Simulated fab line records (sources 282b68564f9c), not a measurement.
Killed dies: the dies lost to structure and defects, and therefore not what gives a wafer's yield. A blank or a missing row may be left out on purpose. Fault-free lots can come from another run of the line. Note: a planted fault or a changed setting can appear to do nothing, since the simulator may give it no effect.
A struck lot beside a sound one	flow rit-cmos	15 out of 202 route steps
Sound: wafers L718.1, L718.5, L718.6. Struck: wafers L722.1, L722.2, L722.4. The cause comes at the end.
Each step with rows lists, per side, the tool, then ch with its chambers, then its first start. Under that, the readings that differ: sound wafers	struck wafers	difference of the means	sigmas: that difference in standard deviations of wafers without a fault.
alike: a reading whose means differ by less than 2 such deviations, as well as words and numbers matching on both sides. not compared: withheld readings; readings where some wafer has no value; bounds like >300 that might hide an equal value; numbers whose values overlap and for which the record gives no deviation.
The two part at a step that has a row with sigmas, a row that says differs or no value, or rows on one side only. Numbers that don't overlap but have no deviation are shown without sigmas and don't part them. A reading that every wafer of one side lacks parts them only if that side has two wafers or more.

first, 5 steps without rows for these wafers: RIT_PSD_COAT_01 (resist thk 1000 nm); RIT_PSD_SOFTBAKE_02 (time 60 s); RIT_PSD_EXPOSE_03 (exposes mask M10, target cd 40900 nm); RIT_PSD_PEB_04; RIT_PSD_DEVELOP_05 (develop time 50 s).
RIT_PSD_OVL_MEAS_06:
  sound on overlay-01 at day 4 07:02; struck on overlay-01 at day 4 23:59
  alike: PSD_OVL
then, 2 steps without rows for these wafers: RIT_PSD_HARDBAKE_07 (time 60 s); RIT_PSD_IMPLANT_08.
RIT_PSD_STRIP_09: strips in O2, time 180 s.
  sound on plasma-asher-03 ch 0,1, day 4 07:23; struck on plasma-asher-03 ch 0,1, day 5 00:19
  alike: drypump-motor-current-A, o2-flow-sccm
  not compared: rf-hours-counter-h
RIT_PSD_TW_MEAS_10:
  sound on film-metro-03 at day 4 07:33; struck on film-metro-03 at day 5 00:29
  alike: PSD_TW
then, 2 steps without rows for these wafers: RIT_SDANNEAL_CLEAN_00 (cleans in SC1, time 600 s); RIT_SDANNEAL_CLEAN_01 (cleans in dHF, time 30 s).
RIT_SDANNEAL_CLEAN_02: cleans in SC2, time 600 s.
  sound on wet-bench-01 ch 1, day 4 07:49; struck on wet-bench-04 ch 3, day 5 00:46
reading	sound	struck	difference	sigmas
run-length-s (s)	626 626 626	338 338 338	-288	-76
RIT_SDANNEAL_RTA_03: time 5 s.
  sound on rtp-anneal-01 ch 0, day 4 07:59; struck on rtp-anneal-01 ch 0, day 5 00:57
  alike: chamber-o2-ppm, ramp-up-c-per-s, wafer_temp_C_max
RIT_M1_PROBE_99:
  sound on prober-02 at day 4 15:34; struck on prober-02 at day 5 08:25
  alike: killed-at-front-end, killed-dies, killed-open, killed-short

WHERE THEY PART
Only at RIT_SDANNEAL_CLEAN_02, within this record. Later steps at which nothing parts them and some readings are alike: RIT_SDANNEAL_RTA_03, RIT_M1_PROBE_99.

WHY: what had been put in by the simulator
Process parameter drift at RIT_SDANNEAL_CLEAN_02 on wet-bench-04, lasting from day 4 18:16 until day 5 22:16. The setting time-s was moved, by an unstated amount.
